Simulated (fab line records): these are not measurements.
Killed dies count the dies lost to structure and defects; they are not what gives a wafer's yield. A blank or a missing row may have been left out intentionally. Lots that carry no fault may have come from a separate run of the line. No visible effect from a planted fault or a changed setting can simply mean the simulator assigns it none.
Problem report in the 8D (eight disciplines) form, filled by code | flow berkeley-cmos170 | the parts of the form that need people (team, actions taken, sign-off) are left out

== 1. THE PROBLEM ==
A mean of 575.4 W is read at UCB170_SPACER_ETCHBACK_03 for rf-fwd-power-W, taken on 1 wafer of 1 lot, against 496.9 W (standard deviation 1.6) on wafers free of any fault. That is +49 standard deviations from the usual mean.
The step: etches SiO2 in CHF3/CF4/Ar, stops on Si, target depth 376 nm, time 100 s.
First seen on wafer L865.1, day 10 00:35, on rie-diel-04. The record has a number at this step for 39 wafers belonging to 13 lots. Rule for "out", or "out of limits": more than 4 standard deviations from the usual mean. All remaining wafers that have a number are taken as sound.

== 2. WHAT IT IS, WHAT IT ISN'T ==
question                    | is                | is not
which readings at this step | rf-fwd-power-W    | drypump-motor-current-A, oes-product-au, throttle-valve-pct
which lots                  | L865              | L850, L851, L852, L854, L855, L856, L859, L868, L870, L871, L872, L873
which wafers of those lots  | L865.1            | L865.2, L865.3
read on which tools         | rie-diel-04       | rie-diel-02, rie-diel-03
when                        | from day 10 00:35 | up to then (23 sound wafers); but 15 sound wafers of L868, L870, L871, L872, L873 came after

== 3. WHAT RULES OUT EACH SUSPECT ==
Counting: if a tool at a process step up to the reading ran every lot that is out, it stays a suspect. Sound lots after the first of them don't rule it out here, since some wafers of a struck lot are sound.
- rie-diel-04 at UCB170_SPACER_ETCHBACK_03 (etches SiO2 in CHF3/CF4/Ar, stops on Si, target depth 376 nm, time 100 s): kept. L865, the lot that is out, went through it at day 10 00:35; up to then, the latest sound lot through it was L859 at day 8 06:38. Its own readings are out on those wafers: rf-fwd-power-W.
- At UCB170_SPACER_ETCHBACK_03, inside rie-diel-04: chamber 1 took the wafers that are out, while their sound lot-mates went through chambers 0, 3.
Remaining after the count: rie-diel-04 at UCB170_SPACER_ETCHBACK_03.

== 4. THE CAUSE (what the simulator had put in) ==
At UCB170_SPACER_ETCHBACK_03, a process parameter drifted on rie-diel-04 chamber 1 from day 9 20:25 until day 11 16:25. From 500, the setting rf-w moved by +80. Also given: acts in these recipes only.
Counting left only this tool.

== 5. THE EFFECT CHAIN, in route order ==
Each row: a reading where the mean over the struck wafers with a number is more than 3 standard deviations away from the usual. Only readings whose record carries a usual standard deviation are examined. hours: median over the lots of the time between each lot's start at the first step of this table that gives one and its start at this step. sigmas: the change, counted in usual standard deviations.
hours | step                      | reading        | usual   | on struck wafers | change | sigmas
0     | UCB170_SPACER_ETCHBACK_03 | rf-fwd-power-W | 496.9 W | 575.4            | +78.5  | +49
It contains these process steps:
- UCB170_SPACER_ETCHBACK_03: etches SiO2 in CHF3/CF4/Ar, stops on Si, target depth 376 nm, time 100 s.

== 6. HOW IT WOULD HAVE BEEN CAUGHT EARLIER ==
First out-of-limits reading in this record: day 10 00:35, which is 4 hours after fault onset at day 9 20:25.
